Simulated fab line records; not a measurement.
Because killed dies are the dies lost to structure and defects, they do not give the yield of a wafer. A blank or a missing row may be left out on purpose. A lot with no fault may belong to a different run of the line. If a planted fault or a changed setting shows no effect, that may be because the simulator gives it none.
Split-lot experiment    flow rit cmos    23 wafers read from 5 lots, route of 202 steps

## SPLIT DETAILS
At RIT_NLDD_SOFTBAKE_02 (time 60 s), the setting temp c was moved away from the recipe's 90 C on 8 of the 23 wafers read, by +1.2% to +3.9%. The other wafers ran this setting at the recipe's value.

The split's own step is where the reading is taken.

## THE READING
NOVOLAK_of_NLDD_COAT_01.thk nm (the simulator's own value, which no gauge read), in nm, at RIT_NLDD_SOFTBAKE_02 (time 60 s). The file does not state a usual value for it. The 15 wafers here that ran the recipe average 1004.3 nm, standard deviation 2.1 nm.

wafer   tool, chamber at the split  temp c as run, C  against the recipe  NOVOLAK_of_NLDD_COAT_01.thk nm, nm  against lot-mates on the recipe
L074.1  litho track-02, 0           91.11             +1.2%               1004                                -1.0
L074.2  litho track-02, 0           91.11             +1.2%               1003                                -2.0
L074.4  litho track-02, 0           91.11             +1.2%               1003                                -2.0
L074.3  litho track-02, 0           90                recipe              1005                                -
L074.6  litho track-02, 0           90                recipe              1005                                -
L077.1  litho track-01, 0           90                recipe              1004                                -
L077.2  litho track-01, 0           93.52             +3.9%               996.3                               -8.2
L077.4  litho track-01, 0           93.52             +3.9%               993.3                               -11.2
L077.5  litho track-01, 0           93.52             +3.9%               995.2                               -9.3
L077.6  litho track-01, 0           90                recipe              1005                                -
L078.1  litho track-04, 0           90                recipe              1000                                -
L078.2  litho track-04, 0           90                recipe              1001                                -
L078.6  litho track-04, 0           90                recipe              1001                                -
L080.1  litho track-02, 0           90                recipe              1007                                -
L080.5  litho track-02, 0           90                recipe              1007                                -
L080.2  litho track-02, 0           90                recipe              1005                                -
L080.3  litho track-02, 0           90                recipe              1005                                -
L080.4  litho track-02, 0           90                recipe              1005                                -
L084.1  litho track-02, 0           93.08             +3.4%               998.4                               -6.3
L084.2  litho track-02, 0           90                recipe              1006                                -
L084.4  litho track-02, 0           90                recipe              1006                                -
L084.3  litho track-02, 0           93.08             +3.4%               997.8                               -6.9
L084.6  litho track-02, 0           90                recipe              1002                                -

THE FIT
A straight line over all 23 wafers: NOVOLAK_of_NLDD_COAT_01.thk nm changes by -2.17 nm for each +1% of temp c; r = -0.86; the points scatter about the line by 2 nm.
The same after taking each lot's own level away (the mean of its wafers on the recipe; 23 wafers): -2.26 nm for each +1%; r = -0.95; scatter 1.2 nm.
The reading moves by 8.8 nm for the largest change in temp c, on that fit.
Across the lots, their own levels run from 1000.67 to 1005.80 nm, a range of 2.4 times the standard deviation given above.
Consequently the slope shifts little with the lot-to-lot level, the two slopes agreeing.
Check: for one of the wafers moved furthest among these (+3.9%), held out of the fit, the line's prediction against its lot-mates is -8.8 nm. It came out at -8.2 nm against them.

## OTHER SPLITS APPLIED TO THESE WAFERS
Before the reading, these wafers also passed through other splits. Each is held against what the fit with the lots' levels taken away leaves over:
other split on the same wafers    wafers away from the commonest value  r with NOVOLAK_of_NLDD_COAT_01.thk nm (lot level and that fit taken away)
RIT_ACTIVE_OXIDATION_01 temp c    15                                    -0.13
RIT_ACTIVE_COAT_06 resist thk nm  5                                     +0.20
RIT_FOX1_OXIDATION_00 ox time s   15                                    +0.09
RIT_NWELL_COAT_01 spin rpm        5                                     +0.05
RIT_NWELL_IMPLANT_08 dose cm2     6                                     -0.01
RIT_PWELL_DEVELOP_05 dev temp c   8                                     +0.07
RIT_PRETRO_IMPLANT_08 dose cm2    11                                    +0.27
RIT_GATE_CVD_08 time s            18                                    -0.16
RIT_GATE_DEVELOP_15 dev temp c    10                                    +0.29

## THE FILE'S OWN FIT
NOVOLAK_of_NLDD_COAT_01.thk nm changes by -2.2 nm for each +1% of temp c, r = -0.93.
